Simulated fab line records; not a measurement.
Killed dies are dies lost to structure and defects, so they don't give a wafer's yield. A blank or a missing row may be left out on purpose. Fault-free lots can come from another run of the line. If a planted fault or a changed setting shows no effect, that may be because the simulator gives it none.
Which tool was responsible?	flow berkeley_cmos170	13 lots, 39 wafers sampled, at 4 steps of a route of 331

== WHAT THE GAUGES READ, wafer by wafer ==
UCB170_NWELL_THK_MEAS_02.
lot	measured	on	NWELL_OXIDE_THK (nm)
L885	day 2 01:02	film_metro-02	27.2 26.8 27.0
L887	day 2 08:07	film_metro-03	26.3 26.1 26.4
L889	day 2 17:33	film_metro-02	25.9 26.4 26.0
L890	day 2 23:44	film_metro-02	26.1 25.9 26.2
L891	day 3 06:17	film_metro-03	25.5 25.2 25.6
L892	day 3 11:10	film_metro-02	27.2 27.4 26.7
L894	day 4 00:13	film_metro-04	26.4 25.8 25.9
L895	day 4 00:14	film_metro-02	25.9 26.0 25.8
L897	day 4 08:50	film_metro-02	26.4 26.6 26.1
L898	day 4 14:55	film_metro-04	26.3 26.3 25.8
L904	day 6 07:57	film_metro-02	27.1 26.7 26.8
L907	day 6 17:45	film_metro-02	26.3 26.1 26.3
L908	day 6 17:45	film_metro-04	27.1 27.3 27.2

UCB170_FIELD_THK_MEAS_91.
lot	measured	on	FIELD_OXIDE_LEFT_2_THK (nm)
L885	day 5 11:06	film_metro-01	366 366 361
L887	day 5 15:31	film_metro-02	387 381 378
L889	day 6 10:21	film_metro-01	365 357 366
L890	day 6 10:16	film_metro-02	338 338 341
L891	day 7 00:34	film_metro-04	348 340 340
L892	day 7 00:22	film_metro-02	341 348 342
L894	day 7 16:37	film_metro-02	354 362 351
L895	day 7 16:56	film_metro-01	343 355 351
L897	day 8 04:30	film_metro-02	365 368 375
L898	day 8 04:46	film_metro-01	354 347 360
L904	day 9 13:07	film_metro-01	380 376 373
L907	day 10 11:34	film_metro-04	342 351 352
L908	day 10 11:49	film_metro-04	359 346 356

== EACH LOT AND THE TOOL THAT RAN IT (in order: tool; ch and the chambers of the sampled wafers; start) ==
lot	UCB170_PWELL_EXPOSE_10	UCB170_PFIELD_STRIP_08
L885	krf_scanner-02 ch 0, day 3 00:48	plasma_asher-04 ch 0,1, day 4 05:43
L887	krf_scanner-01 ch 0, day 3 05:55	plasma_asher-04 ch 0,1, day 4 09:44
L889	krf_scanner-01 ch 0, day 3 22:08	plasma_asher-04 ch 1, day 5 00:40
L890	krf_scanner-01 ch 0, day 3 22:21	plasma_asher-03 ch 0,1, day 5 00:23
L891	krf_scanner-02 ch 0, day 4 03:49	plasma_asher-02 ch 0,1, day 5 12:10
L892	krf_scanner-02 ch 0, day 4 08:50	plasma_asher-04 ch 0,1, day 5 12:14
L894	krf_scanner-02 ch 0, day 4 23:57	plasma_asher-04 ch 0,1, day 6 09:35
L895	krf_scanner-01 ch 0, day 5 00:14	plasma_asher-03 ch 0,1, day 6 09:52
L897	krf_scanner-01 ch 0, day 5 07:37	plasma_asher-04 ch 0,1, day 6 23:01
L898	krf_scanner-01 ch 0, day 5 16:43	plasma_asher-03 ch 0,1, day 6 23:32
L904	krf_scanner-01 ch 0, day 7 06:38	plasma_asher-04 ch 0,1, day 8 09:57
L907	krf_scanner-02 ch 0, day 7 21:12	plasma_asher-02 ch 0,1, day 9 07:34
L908	krf_scanner-01 ch 0, day 7 21:26	plasma_asher-04 ch 0,1, day 9 08:01
- UCB170_PWELL_EXPOSE_10: exposes mask PWELL, target cd 3000 nm.
- UCB170_PFIELD_STRIP_08: strips in O2.

== WHAT THE TOOLS THEMSELVES READ (means of the sampled wafers that have a number; where no wafer has one, the mark that the record gives instead) ==
UCB170_PWELL_EXPOSE_10.
lot	tool	exposure_dose_mJ_cm2
L885	krf_scanner-02	18.999
L887	krf_scanner-01	19.023
L889	krf_scanner-01	19.001
L890	krf_scanner-01	19.004
L891	krf_scanner-02	19.006
L892	krf_scanner-02	19.011
L894	krf_scanner-02	18.993
L895	krf_scanner-01	18.990
L897	krf_scanner-01	18.986
L898	krf_scanner-01	18.991
L904	krf_scanner-01	19.003
L907	krf_scanner-02	18.999
L908	krf_scanner-01	18.985

UCB170_PFIELD_STRIP_08.
lot	tool	drypump_motor_current_A (A)	oes_product_au (a.u.)	strip_time_to_endpoint_s (s)
L885	plasma_asher-04	5.6	0.736	21.68
L887	plasma_asher-04	5.6	0.731	21.60
L889	plasma_asher-04	6.2	0.732	21.55
L890	plasma_asher-03	5.4	0.734	21.63
L891	plasma_asher-02	5.7	0.735	21.69
L892	plasma_asher-04	5.9	0.730	21.63
L894	plasma_asher-04	5.6	0.734	21.65
L895	plasma_asher-03	5.4	0.732	21.61
L897	plasma_asher-04	5.9	0.732	21.73
L898	plasma_asher-03	5.4	0.736	21.59
L904	plasma_asher-04	5.9	0.731	21.61
L907	plasma_asher-02	5.3	0.737	21.57
L908	plasma_asher-04	5.6	0.738	21.56

== THE ANSWER, worked out from the rows above alone ==
Rule: the usual values come from the lots themselves. The widest of any qualifying gaps counts: lots, ordered by their means at a reading, are off when they make up no more than a third of the lots, leave a main group of 4 or more, and stand apart from it by 3 or more times the standard deviation of that group's means. The tables above print the reading to a certain number of digits; a main group whose means all agree to those digits is not used. A lot without any number at a reading at which 4 lots or more have one is off too. The other lots that the step has rows for count as sound. After the gauges, taken in route order, come the tools' own readings; for these a lot's mean is taken, as printed above. At the first step where some lot is off, the reading lying furthest off is the one used; lots without a number count as furthest.
None of the lots is off at any reading shown; this tells nothing.

== WHAT THE SIMULATOR PUT IN ==
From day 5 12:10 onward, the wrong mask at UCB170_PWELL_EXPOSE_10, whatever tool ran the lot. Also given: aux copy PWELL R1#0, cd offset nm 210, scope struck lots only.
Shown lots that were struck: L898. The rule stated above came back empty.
